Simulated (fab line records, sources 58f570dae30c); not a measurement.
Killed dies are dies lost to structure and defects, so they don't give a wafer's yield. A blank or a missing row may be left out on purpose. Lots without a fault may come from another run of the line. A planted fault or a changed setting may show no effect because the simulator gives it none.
Which tool did it? | flow berkeley_cmos170 | 15 lots, 45 wafers sampled, at 5 steps of a route of 331

WHAT THE GAUGES READ, wafer by wafer
UCB170_V2_OVL_MEAS_13.
lot  | measured     | on         | V2_OVL (nm)
L253 | day 8 10:43  | overlay-01 | 5 6 6
L254 | day 9 13:31  | overlay-01 | 5 3 0
L255 | day 10 01:04 | overlay-02 | 5 0 -6
L256 | day 10 03:35 | overlay-02 | -8 -1 -5
L258 | day 10 04:32 | overlay-02 | 12 6 13
L257 | day 10 04:46 | overlay-01 | 5 2 -2
L260 | day 10 12:08 | overlay-02 | -9 -5 -3
L259 | day 10 12:38 | overlay-02 | 10 10 14
L262 | day 10 16:43 | overlay-02 | 1 2 4
L265 | day 11 01:31 | overlay-01 | 5 -8 -1
L268 | day 12 10:04 | overlay-02 | -2 -2 5
L269 | day 12 10:10 | overlay-01 | -8 0 -3
L270 | day 12 10:23 | overlay-01 | 4 -1 -4
L273 | day 12 20:27 | overlay-01 | 4 7 -6
L275 | day 15 05:42 | overlay-02 | 4 0 1

UCB170_M3_RS_MEAS_02: measures by four-point-probe.
lot  | measured     | on            | M3_AL_RS (ohm/sq)
L253 | day 8 11:20  | film_metro-03 | 0.0318 0.0324 0.0318
L254 | day 9 14:06  | film_metro-04 | 0.0331 0.0326 0.0327
L255 | day 10 01:39 | film_metro-03 | 0.0322 0.0326 0.0323
L256 | day 10 04:11 | film_metro-02 | 0.0322 0.0330 0.0326
L258 | day 10 05:29 | film_metro-02 | 0.0157 0.0159 0.0157
L257 | day 10 05:22 | film_metro-02 | 0.0324 0.0320 0.0321
L260 | day 10 12:59 | film_metro-03 | 0.0161 0.0160 0.0161
L259 | day 10 13:13 | film_metro-03 | 0.0320 0.0324 0.0319
L262 | day 10 17:33 | film_metro-02 | 0.0160 0.0161 0.0159
L265 | day 11 02:07 | film_metro-03 | 0.0326 0.0325 0.0323
L268 | day 12 10:39 | film_metro-02 | 0.0322 0.0326 0.0326
L269 | day 12 10:48 | film_metro-04 | 0.0327 0.0326 0.0320
L270 | day 12 10:59 | film_metro-03 | 0.0325 0.0322 0.0321
L273 | day 12 21:02 | film_metro-03 | 0.0327 0.0320 0.0316
L275 | day 15 06:17 | film_metro-03 | 0.0321 0.0321 0.0320

UCB170_M3_THK_MEAS_03: measures by xrf.
lot  | measured     | on            | M3_AL_THK (nm)
L253 | day 8 11:28  | film_metro-03 | 920 906 924
L254 | day 9 14:13  | film_metro-04 | 886 897 901
L255 | day 10 01:46 | film_metro-03 | 907 897 904
L256 | day 10 04:18 | film_metro-02 | 901 875 886
L258 | day 10 05:40 | film_metro-02 | 1827 1814 1829
L257 | day 10 05:29 | film_metro-02 | 892 903 905
L260 | day 10 13:06 | film_metro-03 | 1803 1814 1795
L259 | day 10 13:20 | film_metro-03 | 917 899 918
L262 | day 10 17:40 | film_metro-02 | 1794 1784 1786
L265 | day 11 02:13 | film_metro-03 | 901 908 913
L268 | day 12 10:46 | film_metro-02 | 896 886 886
L269 | day 12 10:54 | film_metro-04 | 896 897 914
L270 | day 12 11:05 | film_metro-03 | 897 911 911
L273 | day 12 21:09 | film_metro-03 | 890 910 923
L275 | day 15 06:24 | film_metro-03 | 909 910 910

WHICH TOOL RAN EACH LOT (tool, then ch and the chambers of the sampled wafers, then the start)
lot  | UCB170_V2_ETCH_14                  | UCB170_M3_SPUTTER_01
L253 | rie_diel-04 ch 0,2,3, day 8 10:44  | pvd_sputter-03, day 8 11:15
L254 | rie_diel-02 ch 0,2,3, day 9 13:33  | pvd_sputter-03, day 9 14:01
L255 | rie_diel-01 ch 0,3, day 10 01:06   | pvd_sputter-03, day 10 01:34
L256 | rie_diel-01 ch 0,3, day 10 03:37   | pvd_sputter-04, day 10 04:05
L258 | rie_diel-04 ch 0,2,3, day 10 04:34 | pvd_sputter-03, day 10 05:02
L257 | rie_diel-02 ch 0,1, day 10 04:48   | pvd_sputter-02, day 10 05:16
L260 | rie_diel-01 ch 0,1,3, day 10 12:10 | pvd_sputter-02, day 10 12:38
L259 | rie_diel-01 ch 0,1,3, day 10 12:40 | pvd_sputter-03, day 10 13:07
L262 | rie_diel-02 ch 0,1, day 10 16:45   | pvd_sputter-03, day 10 17:13
L265 | rie_diel-04 ch 1,2, day 11 01:32   | pvd_sputter-03, day 11 02:00
L268 | rie_diel-04 ch 0,1, day 12 10:06   | pvd_sputter-04, day 12 10:34
L269 | rie_diel-01 ch 0,1,3, day 12 10:11 | pvd_sputter-03, day 12 10:39
L270 | rie_diel-04 ch 1,2, day 12 10:25   | pvd_sputter-02, day 12 10:53
L273 | rie_diel-01 ch 0,2,3, day 12 20:29 | pvd_sputter-04, day 12 20:57
L275 | rie_diel-04 ch 0,1,2, day 15 05:44 | pvd_sputter-03, day 15 06:12
- UCB170_V2_ETCH_14: etches SiO2 in CHF3/CF4/Ar, stops on Al, target depth 1250 nm, time 291 s.
- UCB170_M3_SPUTTER_01: material Al, target thk 900 nm, time 120 s.

WHAT THE TOOLS THEMSELVES READ (means of the sampled wafers that have a number; where no wafer has one, the mark that the record gives instead)
UCB170_V2_ETCH_14.
lot  | tool        | cf4_flow_sccm (sccm) | drypump_motor_current_A (A) | oes_product_au (a.u.) | throttle_valve_pct (%)
L253 | rie_diel-04 | 14.96                | 5.7                         | 0.867                 | 6.83
L254 | rie_diel-02 | 15.05                | 5.6                         | 0.871                 | 6.85
L255 | rie_diel-01 | 15.00                | 5.4                         | 0.863                 | 6.95
L256 | rie_diel-01 | 14.97                | 5.4                         | 0.862                 | 6.94
L258 | rie_diel-04 | 14.95                | 5.8                         | 0.875                 | 6.84
L257 | rie_diel-02 | 14.99                | 5.3                         | 0.891                 | 6.79
L260 | rie_diel-01 | 15.02                | 5.4                         | 0.862                 | 6.97
L259 | rie_diel-01 | 15.01                | 5.4                         | 0.862                 | 6.97
L262 | rie_diel-02 | 14.98                | 5.3                         | 0.888                 | 6.79
L265 | rie_diel-04 | 15.00                | 5.7                         | 0.876                 | 6.80
L268 | rie_diel-04 | 14.98                | 5.5                         | 0.878                 | 6.81
L269 | rie_diel-01 | 15.02                | 5.4                         | 0.863                 | 6.96
L270 | rie_diel-04 | 15.05                | 5.7                         | 0.876                 | 6.81
L273 | rie_diel-01 | 14.97                | 5.7                         | 0.867                 | 7.00
L275 | rie_diel-04 | 14.98                | 5.6                         | 0.877                 | 6.82

UCB170_M3_SPUTTER_01.
lot  | tool           | throttle_valve_pct (%)
L253 | pvd_sputter-03 | 30.4
L254 | pvd_sputter-03 | 30.1
L255 | pvd_sputter-03 | 30.6
L256 | pvd_sputter-04 | 30.0
L258 | pvd_sputter-03 | 30.1
L257 | pvd_sputter-02 | 30.3
L260 | pvd_sputter-02 | 30.3
L259 | pvd_sputter-03 | 30.5
L262 | pvd_sputter-03 | 30.1
L265 | pvd_sputter-03 | 30.5
L268 | pvd_sputter-04 | 29.9
L269 | pvd_sputter-03 | 30.2
L270 | pvd_sputter-02 | 31.2
L273 | pvd_sputter-04 | 29.2
L275 | pvd_sputter-03 | 30.9

THE ANSWER, worked out from the rows above alone
Rule: what is usual is taken from the lots themselves. Put in order of their means at a reading, lots are off if they are a third of the lots or fewer, leave a main group of 4 or more, and stand apart from it by a gap of 3 or more times the standard deviation of the main group's means; of several such gaps the widest counts. A main group whose means are all the same, to the digits that the tables above print for the reading, isn't used. A lot without any number at a reading at which 4 lots or more have one is off too. The other lots that the step has rows for count as sound. The gauges are gone through in route order, then the tools' own readings, and for those a lot's mean is taken as printed above. The first step at which some lot is off is used, and at that step the reading that is off furthest; a lot without a number counts as furthest.
Off: L258, L260, L262, at UCB170_M3_RS_MEAS_02 (M3_AL_RS). The main group: mean 0.0323 ohm/sq, standard deviation 0.00023.
A tool fits if, at a process step before that reading, it ran every lot that is off, and no sound lot after the first of them. The gauges at UCB170_M3_RS_MEAS_02 are tried like those tools. None of those tried fits.

WHAT THE SIMULATOR HAD PUT IN
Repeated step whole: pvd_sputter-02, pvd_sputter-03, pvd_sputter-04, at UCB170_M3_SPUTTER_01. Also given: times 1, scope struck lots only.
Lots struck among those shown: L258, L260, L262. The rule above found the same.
